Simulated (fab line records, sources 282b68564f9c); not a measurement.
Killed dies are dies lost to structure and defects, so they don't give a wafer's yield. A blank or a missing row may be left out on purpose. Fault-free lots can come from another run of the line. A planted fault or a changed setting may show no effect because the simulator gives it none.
fab line records    flow rit-cmos
[record] lots = 5  wafers = 23
route steps=202 shown PSD@150 SDANNEAL@155 PLDD@159 CONTACT@175 M1@184
start-h: start of the lot's first displayed wafer, in hours after the record's first day    wait-h: hours since the lot's step before    " unchanged from the row above    L1.1+2: one row covering several wafers at once    - either no value or no given start    * or withheld: withheld    < > ~ a bound
route shown NAME@n: names a module that has steps shown in the file, with the first one's number in the route    usual: the fault-free wafers' mean and standard deviation    same: alike in all rows    chamber/n: place in a boat    sites: readings site by site    _std_site: the standard deviation of these    _edge_site: the outer-site mean with the inner-site mean subtracted    radius-mm: for every site, how far away it sits from the centre of the wafer    mask NAME#n: copy n    behind: the last tool/chamber to shape the wafer    hold: why the lot was held/for how many hours/how that ended    device: the transistor (n, p or np) that didn't switch    end of line: the same wafers' tests at the end of the route    a step without rows: its recipe alone    killed: at the first sort, the dies lost to defects and structure; wafer yield is something else    map: a wafer's dies, marking killed ones x, the rest . and places with no die _
set.NAME: setting as actually run; set.NAME@STEP: the setting as run at that earlier step    model.NAME: the simulator's own value behind a step, which no gauge read
lots whose settings were changed on purpose; a table a step, a row a wafer
[[steps]]
[step RIT_PSD_IMPLANT_08]
[recipe] species = BF2  energy-kev = 27  dose-cm2 = 5e+15  tilt-deg = 7
lot.wafer       tool          chamber  start-h  wait-h  set.energy-kev  model.implant.rp-nm  model.implant.drp-nm
L075.1+6        implanter-03  0        54.26    0.1     27              22.25                12.05
L075.2+3+5      "             0        "        "       25.73           21.41                11.64
L076.1+2+4+5+6  implanter-02  0        58.40    0.1     27              21.33                12.05
L081.1+2+6      implanter-04  0        83.96    0.1     27              21.68                12.05
L081.3+4        "             0        "        "       27.81           22.2                 12.3
L082.2+4+5      implanter-04  0        88.55    0.1     27              21.61                12.05
L085.2+3+4+5+6  implanter-03  0        105.28   0.1     27              22.59                12.05
[step RIT_PSD_STRIP_09]
[recipe] chemistry = O2  time-s = 180  resist = NOVOLAK  platen-temp-c = withheld  power-w = 500  pressure-mtorr = 4000  o2-flow-sccm = 4000
[step RIT_SDANNEAL_CLEAN_02]
[recipe] chemistry = SC2  mix = 3:3:50  time-s = 600  temp-c = 75  dry = n2-spin
[step RIT_SDANNEAL_RTA_03]
[recipe] temp-c = 1050  time-s = 5  idle-temp-c = 600  ramp-up-c-per-s = 342  ramp-down-c-per-s = 171  cool-to-c = 600  ambient = N2
[step RIT_SDANNEAL_RS_MEAS_04]
[recipe] thk-meas-gauge = four-point-probe
[usual] PSD_RS = 115.95/0.28
lot.wafer  tool           chamber  start-h  wait-h  set.energy-kev@PSD_IMPLANT_08  PSD_RS[ohm/sq]
L075.1     film-metro-03  -        55.07    0.0     27                             115.69
L075.2     "              -        "        "       25.73                          118.98
L075.3     "              -        "        "       25.73                          118.65
L075.5     "              -        "        "       25.73                          118.92
L075.6     "              -        "        "       27                             115.92
L076.1     film-metro-02  -        59.21    0.0     27                             115.56
L076.2     "              -        "        "       27                             115.87
L076.4     "              -        "        "       27                             115.85
L076.5     "              -        "        "       27                             115.95
L076.6     "              -        "        "       27                             115.90
L081.1     film-metro-03  -        84.77    0.0     27                             116.26
L081.2     "              -        "        "       27                             116.39
L081.3     "              -        "        "       27.81                          114.47
L081.4     "              -        "        "       27.81                          114.68
L081.6     "              -        "        "       27                             116.23
L082.2     film-metro-02  -        89.35    0.1     27                             116.19
L082.4     "              -        "        "       27                             115.78
L082.5     "              -        "        "       27                             115.69
L085.2     film-metro-03  -        106.08   0.1     27                             116.40
L085.3     "              -        "        "       27                             116.06
L085.4     "              -        "        "       27                             116.10
L085.5     "              -        "        "       27                             116.27
L085.6     "              -        "        "       27                             116.15
[step RIT_SDANNEAL_RS_MEAS_06]
[recipe] thk-meas-gauge = four-point-probe
[usual] PLDD_RS = 178.8/0.54
lot.wafer  tool           chamber  start-h  wait-h  set.dose-cm2@PLDD_IMPLANT_08  PLDD_RS[ohm/sq]
L075.1     film-metro-03  -        55.31    0.1     9e+14                         178.8
L075.2     "              -        "        "       9e+14                         179.0
L075.3     "              -        "        "       9e+14                         179.1
L075.5     "              -        "        "       9e+14                         179.2
L075.6     "              -        "        "       9e+14                         178.5
L076.1     film-metro-02  -        59.45    0.1     8.377e+14                     185.6
L076.2     "              -        "        "       8.377e+14                     185.2
L076.4     "              -        "        "       9e+14                         179.2
L076.5     "              -        "        "       9e+14                         178.8
L076.6     "              -        "        "       9e+14                         178.9
L081.1     film-metro-03  -        85.01    0.1     9e+14                         179.5
L081.2     "              -        "        "       9e+14                         180.3
L081.3     "              -        "        "       9e+14                         180.3
L081.4     "              -        "        "       8.357e+14                     187.1
L081.6     "              -        "        "       8.357e+14                     187.2
L082.2     film-metro-02  -        89.59    0.1     9e+14                         178.7
L082.4     "              -        "        "       9e+14                         178.2
L082.5     "              -        "        "       9e+14                         178.6
L085.2     film-metro-03  -        106.32   0.1     9.409e+14                     175.7
L085.3     "              -        "        "       9e+14                         178.8
L085.4     "              -        "        "       9.409e+14                     175.5
L085.5     "              -        "        "       9.409e+14                     175.4
L085.6     "              -        "        "       9e+14                         179.1
[step RIT_CONTACT_DEVELOP_07]
[recipe] resist = NOVOLAK  develop-time-s = 120  dev-temp-c = 23
lot.wafer       tool            chamber  start-h  wait-h  set.develop-time-s
L075.1+2+3+5+6  litho-track-02  0        -        -       120
L076.1+2+4      litho-track-01  0        -        -       120
L076.5+6        "               0        "        "       137.9
L081.1+2+4      litho-track-01  0        -        -       126.2
L081.3+6        "               0        "        "       120
L082.2+4+5      litho-track-02  0        -        -       120
L085.2+5        litho-track-02  0        -        -       120
L085.3+4+6      "               0        "        "       134.9
[step RIT_CONTACT_CD_MEAS_08]
[recipe] target-cd-nm = 1000
[usual] cd-nm = 1001.0/2.1
lot.wafer  tool       chamber  start-h  wait-h  set.develop-time-s@CONTACT_DEVELOP_07  cd-nm
L075.1     cd-sem-01  -        57.38    -       120                                    1003.2
L075.2     "          -        "        "       120                                    1002.6
L075.3     "          -        "        "       120                                    1004.2
L075.5     "          -        "        "       120                                    1002.2
L075.6     "          -        "        "       120                                    1004.8
L076.1     cd-sem-01  -        61.29    -       120                                    1000.3
L076.2     "          -        "        "       120                                    1000.8
L076.4     "          -        "        "       120                                    999.7
L076.5     "          -        "        "       137.9                                  1012.3
L076.6     "          -        "        "       137.9                                  1013.2
L081.1     cd-sem-01  -        86.97    -       126.2                                  1002.9
L081.2     "          -        "        "       126.2                                  1005.3
L081.3     "          -        "        "       120                                    1000.0
L081.4     "          -        "        "       126.2                                  1004.0
L081.6     "          -        "        "       120                                    998.8
L082.2     cd-sem-01  -        91.56    -       120                                    1002.5
L082.4     "          -        "        "       120                                    1001.3
L082.5     "          -        "        "       120                                    999.3
L085.2     cd-sem-01  -        108.18   -       120                                    1002.3
L085.3     "          -        "        "       134.9                                  1013.2
L085.4     "          -        "        "       134.9                                  1013.6
L085.5     "          -        "        "       120                                    1004.5
L085.6     "          -        "        "       134.9                                  1015.3
[step RIT_CONTACT_HARDBAKE_10]
[recipe] resist = NOVOLAK  temp-c = 140  time-s = 60
[step RIT_CONTACT_ETCH_11]
[recipe] target-depth-a = 4800  over-etch-frac = 0.2  stop-on = TiSi2  chemistry = CHF3/CF4/Ar  target = SiO2  CHF3_flow_sccm = 50  cf4-flow-sccm = 10  Ar_flow_sccm = 100  O2_flow_sccm = 5  pressure-mtorr = 100  rf-w = 200  time-s = 320
lot.wafer  tool         chamber  start-h  wait-h  set.develop-time-s@CONTACT_DEVELOP_07  model.CONTACT.cd-nm
L075.1+2   rie-diel-02  2,3      57.69    0.1     120                                    1003
L075.3+6   "            1,0      "        "       120                                    1004
L075.5     "            1        "        "       120                                    1002
L076.1+2   rie-diel-03  0,3      61.59    0.1     120                                    1001
L076.4     "            1        "        "       120                                    999.8
L076.5+6   "            1,0      "        "       137.9                                  1013
L081.1+4   rie-diel-04  0        87.28    0.1     126.2                                  1003
L081.2     "            3        "        "       126.2                                  1005
L081.3     "            1        "        "       120                                    1000
L081.6     "            3        "        "       120                                    998.7
L082.2     rie-diel-03  1        92.04    0.1     120                                    1002
L082.4     "            2        "        "       120                                    1001
L082.5     "            1        "        "       120                                    999.8
L085.2     rie-diel-04  0        108.47   0.1     120                                    1002
L085.3+4   "            1,3      "        "       134.9                                  1013
L085.5     "            0        "        "       120                                    1005
L085.6     "            3        "        "       134.9                                  1015
[step RIT_CONTACT_STRIP_12]
[recipe] chemistry = O2  time-s = 180  resist = NOVOLAK  platen-temp-c = withheld  power-w = 500  pressure-mtorr = 4000  o2-flow-sccm = 4000
[step RIT_CONTACT_CD_MEAS_90]
[recipe] target-cd-nm = 1000
[usual] cd-nm = 1001.0/2.2
lot.wafer  tool       chamber  start-h  wait-h  set.develop-time-s@CONTACT_DEVELOP_07  cd-nm
L075.1     cd-sem-02  -        58.06    0.1     120                                    1003.6
L075.2     "          -        "        "       120                                    1002.8
L075.3     "          -        "        "       120                                    1003.9
L075.5     "          -        "        "       120                                    1001.9
L075.6     "          -        "        "       120                                    1004.9
L076.1     cd-sem-02  -        61.96    0.1     120                                    1000.7
L076.2     "          -        "        "       120                                    1000.8
L076.4     "          -        "        "       120                                    999.9
L076.5     "          -        "        "       137.9                                  1012.8
L076.6     "          -        "        "       137.9                                  1013.1
L081.1     cd-sem-02  -        87.65    0.1     126.2                                  1002.5
L081.2     "          -        "        "       126.2                                  1005.2
L081.3     "          -        "        "       120                                    1000.2
L081.4     "          -        "        "       126.2                                  1003.3
L081.6     "          -        "        "       120                                    998.6
L082.2     cd-sem-02  -        92.43    0.1     120                                    1002.2
L082.4     "          -        "        "       120                                    1001.6
L082.5     "          -        "        "       120                                    999.9
L085.2     cd-sem-02  -        108.86   0.1     120                                    1002.2
L085.3     "          -        "        "       134.9                                  1012.8
L085.4     "          -        "        "       134.9                                  1013.4
L085.5     "          -        "        "       120                                    1005.0
L085.6     "          -        "        "       134.9                                  1014.6
[step RIT_M1_SPUTTER_00]
[recipe] material = Al  target-thk-nm = 400  power-w = 2000  chamber-pressure-pa = 0.4  gas = Ar  time-s = 500  substrate-temp-c = 25
lot.wafer  tool            chamber  start-h  wait-h  set.time-s  model.Al_of_M1_SPUTTER_00.thk-nm
L075.1     pvd-sputter-03  -        58.53    0.0     545.6       435.7
L075.2     "               -        "        "       500         402.2
L075.3     "               -        "        "       500         396.8
L075.5     "               -        "        "       545.6       434.1
L075.6     "               -        "        "       500         393.7
L076.1     pvd-sputter-01  -        62.43    0.0     459         369.7
L076.2     "               -        "        "       500         397.3
L076.4     "               -        "        "       500         402.7
L076.5     "               -        "        "       459         368.8
L076.6     "               -        "        "       459         365.4
L081.1     pvd-sputter-03  -        88.29    0.0     500         389.2
L081.2+3   "               -        "        "       500         393.1
L081.4     "               -        "        "       500         387.9
L081.6     "               -        "        "       500         390.5
L082.2     pvd-sputter-01  -        92.88    0.0     500         396.6
L082.4     "               -        "        "       500         398.3
L082.5     "               -        "        "       500         396
L085.2     pvd-sputter-03  -        109.31   0.0     500         401.4
L085.3     "               -        "        "       433.3       345.3
L085.4     "               -        "        "       500         399
L085.5     "               -        "        "       500         396.2
L085.6     "               -        "        "       433.3       345.8
[step RIT_M1_RS_MEAS_01]
[recipe] thk-meas-gauge = four-point-probe  reads = Al_of_M1_SPUTTER_00
[usual] M1_AL_RS = 0.0737/0.00076
lot.wafer  tool           chamber  start-h  wait-h  set.time-s@M1_SPUTTER_00  M1_AL_RS[ohm/sq]
L075.1     film-metro-03  -        58.82    0.1     545.6                     0.0674
L075.2     "              -        "        "       500                       0.0731
L075.3     "              -        "        "       500                       0.0740
L075.5     "              -        "        "       545.6                     0.0676
L075.6     "              -        "        "       500                       0.0746
L076.1     film-metro-03  -        62.73    0.1     459                       0.0796
L076.2     "              -        "        "       500                       0.0742
L076.4     "              -        "        "       500                       0.0729
L076.5     "              -        "        "       459                       0.0798
L076.6     "              -        "        "       459                       0.0806
L081.1     film-metro-03  -        88.59    0.1     500                       0.0757
L081.2     "              -        "        "       500                       0.0748
L081.3     "              -        "        "       500                       0.0748
L081.4     "              -        "        "       500                       0.0758
L081.6     "              -        "        "       500                       0.0752
L082.2     film-metro-02  -        93.19    0.2     500                       0.0740
L082.4     "              -        "        "       500                       0.0737
L082.5     "              -        "        "       500                       0.0740
L085.2     film-metro-03  -        109.62   0.2     500                       0.0734
L085.3     "              -        "        "       433.3                     0.0854
L085.4     "              -        "        "       500                       0.0738
L085.5     "              -        "        "       500                       0.0742
L085.6     "              -        "        "       433.3                     0.0852
[step RIT_M1_THK_MEAS_02]
[recipe] thk-meas-gauge = xrf  reads = Al_of_M1_SPUTTER_00
[usual] M1_AL_THK = 397/3.9
lot.wafer  tool           chamber  start-h  wait-h  set.time-s@M1_SPUTTER_00  M1_AL_THK[nm]
L075.1     film-metro-03  -        58.94    0.1     545.6                     431
L075.2     "              -        "        "       500                       402
L075.3     "              -        "        "       500                       395
L075.5     "              -        "        "       545.6                     432
L075.6     "              -        "        "       500                       391
L076.1     film-metro-03  -        62.85    0.1     459                       367
L076.2     "              -        "        "       500                       393
L076.4     "              -        "        "       500                       401
L076.5     "              -        "        "       459                       367
L076.6     "              -        "        "       459                       365
L081.1     film-metro-03  -        88.71    0.1     500                       389
L081.2     "              -        "        "       500                       395
L081.3     "              -        "        "       500                       393
L081.4     "              -        "        "       500                       388
L081.6     "              -        "        "       500                       392
L082.2     film-metro-02  -        93.30    0.1     500                       394
L082.4     "              -        "        "       500                       395
L082.5     "              -        "        "       500                       397
L085.2     film-metro-03  -        109.73   0.1     500                       401
L085.3     "              -        "        "       433.3                     346
L085.4     "              -        "        "       500                       398
L085.5     "              -        "        "       500                       396
L085.6     "              -        "        "       433.3                     345
[step RIT_M1_SOFTBAKE_05]
[recipe] resist = NOVOLAK  temp-c = 90  time-s = 60
lot.wafer  tool            chamber  start-h  wait-h  set.temp-c  model.NOVOLAK_of_M1_COAT_04.thk-nm
L075.1+5   litho-track-02  0        59.30    0.1     90          -
L075.2     "               0        "        "       90          1297
L075.3     "               0        "        "       93.65       1282
L075.6     "               0        "        "       93.65       1284
L076.1+5   litho-track-01  0        63.21    0.1     90          -
L076.2+4   "               0        "        "       93.45       1288
L076.6     "               0        "        "       93.45       -
L081.1+6   litho-track-02  0        89.07    0.1     90          1296
L081.2     "               0        "        "       90          1297
L081.3     "               0        "        "       90          1294
L081.4     "               0        "        "       90          1299
L082.2     litho-track-01  0        93.68    0.1     90          1294
L082.4     "               0        "        "       90          1301
L082.5     "               0        "        "       90          1299
L085.2+5   litho-track-03  0        110.11   0.1     90          1298
L085.3     "               0        "        "       87.97       -
L085.4     "               0        "        "       87.97       1305
L085.6     "               0        "        "       90          -
[[key]]
[split] step = RIT_PSD_IMPLANT_08  setting = energy-kev  stated = 27  by = wafer
[response] step = RIT_PSD_IMPLANT_08  reading = model.implant.rp-nm  change = +0.178  per = 1%  r = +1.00
[response] step = RIT_PSD_IMPLANT_08  reading = model.implant.drp-nm  change = +0.0851  per = 1%  r = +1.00
[response] step = RIT_SDANNEAL_RS_MEAS_04  reading = PSD_RS  change = -0.626  per = 1%  r = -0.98
[split] step = RIT_CONTACT_DEVELOP_07  setting = develop-time-s  stated = 120  by = wafer
[response] step = RIT_CONTACT_CD_MEAS_08  reading = cd-nm  change = +0.846  per = 1%  r = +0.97
[response] step = RIT_CONTACT_ETCH_11  reading = model.CONTACT.cd-nm  change = +0.835  per = 1%  r = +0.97
[response] step = RIT_CONTACT_CD_MEAS_90  reading = cd-nm  change = +0.826  per = 1%  r = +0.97
[split] step = RIT_M1_SPUTTER_00  setting = time-s  stated = 500  by = wafer
[response] step = RIT_M1_SPUTTER_00  reading = model.Al_of_M1_SPUTTER_00.thk-nm  change = +4  per = 1%  r = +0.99
[response] step = RIT_M1_RS_MEAS_01  reading = M1_AL_RS  change = -0.000808  per = 1%  r = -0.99
[response] step = RIT_M1_THK_MEAS_02  reading = M1_AL_THK  change = +3.93  per = 1%  r = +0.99
[split] step = RIT_M1_SOFTBAKE_05  setting = temp-c  stated = 90  by = wafer
[response] step = RIT_M1_SOFTBAKE_05  reading = model.NOVOLAK_of_M1_COAT_04.thk-nm  change = -3.25  per = 1%  r = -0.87
split outside-this-file step=RIT_PLDD_IMPLANT_08 setting=dose-cm2
// split outside-this-file: this setting was split too, and the file shows its column; the key of that split is in another file
